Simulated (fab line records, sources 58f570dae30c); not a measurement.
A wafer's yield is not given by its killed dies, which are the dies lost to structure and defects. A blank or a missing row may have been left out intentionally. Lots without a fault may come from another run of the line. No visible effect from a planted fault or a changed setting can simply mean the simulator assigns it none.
Which tool did it? / flow berkeleyCmos170 / 14 lots, 42 wafers sampled, at 6 steps of a route of 331

WHAT THE GAUGES SHOWED, per wafer
UCB170_NSD_OVL_MEAS_07.
lot=L711; measured=day 7 02:31; on=overlay-01; NSD_OVL (nm)=-3 12 8
lot=L712; measured=day 7 07:15; on=overlay-02; NSD_OVL (nm)=1 -2 -9
lot=L713; measured=day 7 07:29; on=overlay-01; NSD_OVL (nm)=-2 -4 -3
lot=L710; measured=day 7 10:23; on=overlay-01; NSD_OVL (nm)=-8 -6 -8
lot=L715; measured=day 7 21:28; on=overlay-01; NSD_OVL (nm)=0 -9 -5
lot=L717; measured=day 8 07:50; on=overlay-01; NSD_OVL (nm)=5 0 2
lot=L716; measured=day 8 08:05; on=overlay-01; NSD_OVL (nm)=8 7 5
lot=L718; measured=day 8 08:10; on=overlay-01; NSD_OVL (nm)=-3 4 6
lot=L724; measured=day 9 18:33; on=overlay-02; NSD_OVL (nm)=12 6 7
lot=L725; measured=day 10 02:25; on=overlay-01; NSD_OVL (nm)=1 -3 1
lot=L728; measured=day 10 16:03; on=overlay-01; NSD_OVL (nm)=3 -7 -3
lot=L727; measured=day 10 16:39; on=overlay-02; NSD_OVL (nm)=-11 -13 -7
lot=L730; measured=day 11 03:53; on=overlay-01; NSD_OVL (nm)=-4 -5 -4
lot=L729; measured=day 11 03:56; on=overlay-02; NSD_OVL (nm)=2 -2 2

UCB170_CONTACT_CD_MEAS_15: the cd target is 700 nm.
lot=L711; measured=day 7 10:08; on=cdSem-01; cdNm (nm)=699.8 699.6 699.4
lot=L712; measured=day 7 14:02; on=cdSem-02; cdNm (nm)=701.0 700.7 700.0
lot=L713; measured=day 7 14:22; on=cdSem-01; cdNm (nm)=700.3 700.5 700.0
lot=L710; measured=day 7 19:54; on=cdSem-02; cdNm (nm)=698.8 699.0 700.0
lot=L715; measured=day 8 04:52; on=cdSem-01; cdNm (nm)=702.3 701.8 702.1
lot=L717; measured=day 8 14:04; on=cdSem-02; cdNm (nm)=734.7 734.7 736.1
lot=L716; measured=day 8 14:52; on=cdSem-02; cdNm (nm)=699.2 699.6 700.2
lot=L718; measured=day 8 15:07; on=cdSem-01; cdNm (nm)=735.8 734.4 735.5
lot=L724; measured=day 10 03:44; on=cdSem-02; cdNm (nm)=701.3 700.1 700.1
lot=L725; measured=day 10 08:37; on=cdSem-02; cdNm (nm)=698.1 699.5 700.9
lot=L728; measured=day 11 00:59; on=cdSem-01; cdNm (nm)=699.9 700.9 701.4
lot=L727; measured=day 11 00:22; on=cdSem-02; cdNm (nm)=698.8 698.5 698.0
lot=L730; measured=day 11 13:58; on=cdSem-02; cdNm (nm)=700.5 702.2 701.1
lot=L729; measured=day 11 13:49; on=cdSem-02; cdNm (nm)=702.0 702.2 702.4

UCB170_M1_OVL_MEAS_10.
lot=L711; measured=day 7 12:11; on=overlay-02; M1_OVL (nm)=-4 -5 -4
lot=L712; measured=day 7 16:13; on=overlay-01; M1_OVL (nm)=-2 -3 5
lot=L713; measured=day 7 16:29; on=overlay-02; M1_OVL (nm)=6 13 9
lot=L710; measured=day 7 22:22; on=overlay-01; M1_OVL (nm)=1 -5 4
lot=L715; measured=day 8 07:32; on=overlay-01; M1_OVL (nm)=5 3 1
lot=L717; measured=day 8 21:00; on=overlay-02; M1_OVL (nm)=-11 -5 -7
lot=L716; measured=day 8 21:11; on=overlay-02; M1_OVL (nm)=-1 5 6
lot=L718; measured=day 8 21:25; on=overlay-02; M1_OVL (nm)=3 4 8
lot=L724; measured=day 10 05:45; on=overlay-02; M1_OVL (nm)=-4 -2 -5
lot=L725; measured=day 10 10:30; on=overlay-02; M1_OVL (nm)=1 3 7
lot=L728; measured=day 11 04:46; on=overlay-02; M1_OVL (nm)=0 1 -4
lot=L727; measured=day 11 04:10; on=overlay-01; M1_OVL (nm)=19 6 7
lot=L730; measured=day 11 16:21; on=overlay-01; M1_OVL (nm)=4 2 4
lot=L729; measured=day 11 16:03; on=overlay-02; M1_OVL (nm)=-3 -2 -3

WHICH TOOL RAN EACH LOT (tool, then ch and the chambers of the sampled wafers, then the start)
lot=L711; UCB170_BACKSIDE_STRIP_03=plasmaAsher-03 ch 0,1, day 7 04:29; UCB170_CONTACT_COAT_10=lithoTrack-04 ch 0, day 7 09:00; UCB170_CONTACT_STRIP_19=plasmaAsher-03 ch 0,1, day 7 10:28
lot=L712; UCB170_BACKSIDE_STRIP_03=plasmaAsher-04 ch 0,1, day 7 08:13; UCB170_CONTACT_COAT_10=lithoTrack-03 ch 0, day 7 13:00; UCB170_CONTACT_STRIP_19=plasmaAsher-01 ch 0,1, day 7 14:21
lot=L713; UCB170_BACKSIDE_STRIP_03=plasmaAsher-01 ch 0,1, day 7 08:28; UCB170_CONTACT_COAT_10=lithoTrack-01 ch 0, day 7 13:00; UCB170_CONTACT_STRIP_19=plasmaAsher-03 ch 0,1, day 7 14:41
lot=L710; UCB170_BACKSIDE_STRIP_03=plasmaAsher-01 ch 0,1, day 7 11:22; UCB170_CONTACT_COAT_10=lithoTrack-04 ch 0, day 7 19:00; UCB170_CONTACT_STRIP_19=plasmaAsher-02 ch 0,1, day 7 20:12
lot=L715; UCB170_BACKSIDE_STRIP_03=plasmaAsher-04 ch 0,1, day 7 22:32; UCB170_CONTACT_COAT_10=lithoTrack-01 ch 0, day 8 03:00; UCB170_CONTACT_STRIP_19=plasmaAsher-01 ch 0,1, day 8 05:11
lot=L717; UCB170_BACKSIDE_STRIP_03=plasmaAsher-04 ch 0, day 8 08:52; UCB170_CONTACT_COAT_10=lithoTrack-03 ch 0, day 8 13:00; UCB170_CONTACT_STRIP_19=plasmaAsher-01 ch 0, day 8 18:47
lot=L716; UCB170_BACKSIDE_STRIP_03=plasmaAsher-03 ch 0,1, day 8 09:19; UCB170_CONTACT_COAT_10=lithoTrack-01 ch 0, day 8 14:00; UCB170_CONTACT_STRIP_19=plasmaAsher-03 ch 0,1, day 8 18:50
lot=L718; UCB170_BACKSIDE_STRIP_03=plasmaAsher-01 ch 0,1, day 8 09:31; UCB170_CONTACT_COAT_10=lithoTrack-03 ch 0, day 8 14:00; UCB170_CONTACT_STRIP_19=plasmaAsher-02 ch 0,1, day 8 18:52
lot=L724; UCB170_BACKSIDE_STRIP_03=plasmaAsher-04 ch 0,1, day 9 19:53; UCB170_CONTACT_COAT_10=lithoTrack-04 ch 0, day 10 02:00; UCB170_CONTACT_STRIP_19=plasmaAsher-02 ch 0,1, day 10 04:09
lot=L725; UCB170_BACKSIDE_STRIP_03=plasmaAsher-04 ch 0,1, day 10 03:29; UCB170_CONTACT_COAT_10=lithoTrack-01 ch 0, day 10 07:00; UCB170_CONTACT_STRIP_19=plasmaAsher-01 ch 0,1, day 10 08:55
lot=L728; UCB170_BACKSIDE_STRIP_03=plasmaAsher-01 ch 0,1, day 10 17:53; UCB170_CONTACT_COAT_10=lithoTrack-04 ch 0, day 10 23:00; UCB170_CONTACT_STRIP_19=plasmaAsher-01 ch 0,1, day 11 01:17
lot=L727; UCB170_BACKSIDE_STRIP_03=plasmaAsher-04 ch 1, day 10 18:20; UCB170_CONTACT_COAT_10=lithoTrack-01 ch 0, day 10 23:00; UCB170_CONTACT_STRIP_19=plasmaAsher-01 ch 0,1, day 11 00:40
lot=L730; UCB170_BACKSIDE_STRIP_03=plasmaAsher-01 ch 0,1, day 11 06:02; UCB170_CONTACT_COAT_10=lithoTrack-04 ch 0, day 11 13:00; UCB170_CONTACT_STRIP_19=plasmaAsher-01 ch 0,1, day 11 14:17
lot=L729; UCB170_BACKSIDE_STRIP_03=plasmaAsher-03 ch 0,1, day 11 06:02; UCB170_CONTACT_COAT_10=lithoTrack-03 ch 0, day 11 12:00; UCB170_CONTACT_STRIP_19=plasmaAsher-02 ch 0,1, day 11 14:07
- UCB170_BACKSIDE_STRIP_03: strips in O2.
- UCB170_CONTACT_COAT_10: resist thk 900 nm.
- UCB170_CONTACT_STRIP_19: strips in O2.

AS READ BY THE TOOLS THEMSELVES (means over the sampled wafers that have a number; for cases with no such wafer, the mark the record gives instead)
UCB170_BACKSIDE_STRIP_03.
lot=L711; tool=plasmaAsher-03; drypumpMotorCurrentA (A)=5.1; oesProductAu (a.u.)=0.741; stripTimeToEndpointS (s)=21.96
lot=L712; tool=plasmaAsher-04; drypumpMotorCurrentA (A)=5.5; oesProductAu (a.u.)=0.740; stripTimeToEndpointS (s)=22.00
lot=L713; tool=plasmaAsher-01; drypumpMotorCurrentA (A)=5.9; oesProductAu (a.u.)=0.732; stripTimeToEndpointS (s)=21.99
lot=L710; tool=plasmaAsher-01; drypumpMotorCurrentA (A)=5.9; oesProductAu (a.u.)=0.730; stripTimeToEndpointS (s)=21.87
lot=L715; tool=plasmaAsher-04; drypumpMotorCurrentA (A)=5.5; oesProductAu (a.u.)=0.734; stripTimeToEndpointS (s)=22.02
lot=L717; tool=plasmaAsher-04; drypumpMotorCurrentA (A)=5.5; oesProductAu (a.u.)=0.738; stripTimeToEndpointS (s)=22.06
lot=L716; tool=plasmaAsher-03; drypumpMotorCurrentA (A)=5.1; oesProductAu (a.u.)=0.731; stripTimeToEndpointS (s)=22.04
lot=L718; tool=plasmaAsher-01; drypumpMotorCurrentA (A)=6.2; oesProductAu (a.u.)=0.736; stripTimeToEndpointS (s)=21.93
lot=L724; tool=plasmaAsher-04; drypumpMotorCurrentA (A)=5.5; oesProductAu (a.u.)=0.736; stripTimeToEndpointS (s)=21.99
lot=L725; tool=plasmaAsher-04; drypumpMotorCurrentA (A)=5.6; oesProductAu (a.u.)=0.738; stripTimeToEndpointS (s)=21.93
lot=L728; tool=plasmaAsher-01; drypumpMotorCurrentA (A)=5.9; oesProductAu (a.u.)=0.734; stripTimeToEndpointS (s)=21.99
lot=L727; tool=plasmaAsher-04; drypumpMotorCurrentA (A)=5.6; oesProductAu (a.u.)=0.735; stripTimeToEndpointS (s)=22.03
lot=L730; tool=plasmaAsher-01; drypumpMotorCurrentA (A)=6.2; oesProductAu (a.u.)=0.734; stripTimeToEndpointS (s)=22.00
lot=L729; tool=plasmaAsher-03; drypumpMotorCurrentA (A)=5.1; oesProductAu (a.u.)=0.731; stripTimeToEndpointS (s)=21.94

UCB170_CONTACT_COAT_10.
lot=L711; tool=lithoTrack-04; dispensePressureKPa (kPa)=55
lot=L712; tool=lithoTrack-03; dispensePressureKPa (kPa)=53
lot=L713; tool=lithoTrack-01; dispensePressureKPa (kPa)=43
lot=L710; tool=lithoTrack-04; dispensePressureKPa (kPa)=55
lot=L715; tool=lithoTrack-01; dispensePressureKPa (kPa)=43
lot=L717; tool=lithoTrack-03; dispensePressureKPa (kPa)=53
lot=L716; tool=lithoTrack-01; dispensePressureKPa (kPa)=43
lot=L718; tool=lithoTrack-03; dispensePressureKPa (kPa)=53
lot=L724; tool=lithoTrack-04; dispensePressureKPa (kPa)=55
lot=L725; tool=lithoTrack-01; dispensePressureKPa (kPa)=43
lot=L728; tool=lithoTrack-04; dispensePressureKPa (kPa)=55
lot=L727; tool=lithoTrack-01; dispensePressureKPa (kPa)=43
lot=L730; tool=lithoTrack-04; dispensePressureKPa (kPa)=55
lot=L729; tool=lithoTrack-03; dispensePressureKPa (kPa)=53

UCB170_CONTACT_STRIP_19.
lot=L711; tool=plasmaAsher-03; drypumpMotorCurrentA (A)=5.1; oesProductAu (a.u.)=0.727
lot=L712; tool=plasmaAsher-01; drypumpMotorCurrentA (A)=5.9; oesProductAu (a.u.)=0.724
lot=L713; tool=plasmaAsher-03; drypumpMotorCurrentA (A)=5.1; oesProductAu (a.u.)=0.724
lot=L710; tool=plasmaAsher-02; drypumpMotorCurrentA (A)=6.1; oesProductAu (a.u.)=0.725
lot=L715; tool=plasmaAsher-01; drypumpMotorCurrentA (A)=6.3; oesProductAu (a.u.)=0.727
lot=L717; tool=plasmaAsher-01; drypumpMotorCurrentA (A)=6.5; oesProductAu (a.u.)=0.484
lot=L716; tool=plasmaAsher-03; drypumpMotorCurrentA (A)=5.1; oesProductAu (a.u.)=0.725
lot=L718; tool=plasmaAsher-02; drypumpMotorCurrentA (A)=6.0; oesProductAu (a.u.)=0.485
lot=L724; tool=plasmaAsher-02; drypumpMotorCurrentA (A)=6.0; oesProductAu (a.u.)=0.731
lot=L725; tool=plasmaAsher-01; drypumpMotorCurrentA (A)=5.9; oesProductAu (a.u.)=0.725
lot=L728; tool=plasmaAsher-01; drypumpMotorCurrentA (A)=5.9; oesProductAu (a.u.)=0.728
lot=L727; tool=plasmaAsher-01; drypumpMotorCurrentA (A)=6.2; oesProductAu (a.u.)=0.722
lot=L730; tool=plasmaAsher-01; drypumpMotorCurrentA (A)=5.9; oesProductAu (a.u.)=0.727
lot=L729; tool=plasmaAsher-02; drypumpMotorCurrentA (A)=6.0; oesProductAu (a.u.)=0.731

THE ANSWER, worked out from the rows above alone
Rule: the usual values come from the lots themselves. Put in order of their means at a reading, lots are off if they are a third of the lots or fewer, leave a main group of 4 or more, and stand apart from it by a gap of 3 or more times the standard deviation of the main group's means; of several such gaps the widest counts. If all means in a main group match to the digits the tables above print for the reading, that group is not used. A lot without any number at a reading at which 4 lots or more have one is off too. Where the step has rows for the other lots, those lots are counted as sound. The gauges are gone through in route order, then the tools' own readings, and for those a lot's mean is taken as printed above. At the first step where some lot is off, the reading lying furthest off is the one used; lots without a number count as furthest.
Off: L717, L718, at UCB170_CONTACT_CD_MEAS_15 (cdNm). For the main group the mean is 700.3 nm and the standard deviation 1.1.
A tool fits if, at a process step before that reading, it ran every lot that is off, and no sound lot after the first of them. The gauges at UCB170_CONTACT_CD_MEAS_15 aren't tried: what is off there is off at UCB170_CONTACT_STRIP_19 too, on other tools, and a gauge's error can't cause that. Not one of the candidates tried fits.

WHAT THE SIMULATOR PUT IN
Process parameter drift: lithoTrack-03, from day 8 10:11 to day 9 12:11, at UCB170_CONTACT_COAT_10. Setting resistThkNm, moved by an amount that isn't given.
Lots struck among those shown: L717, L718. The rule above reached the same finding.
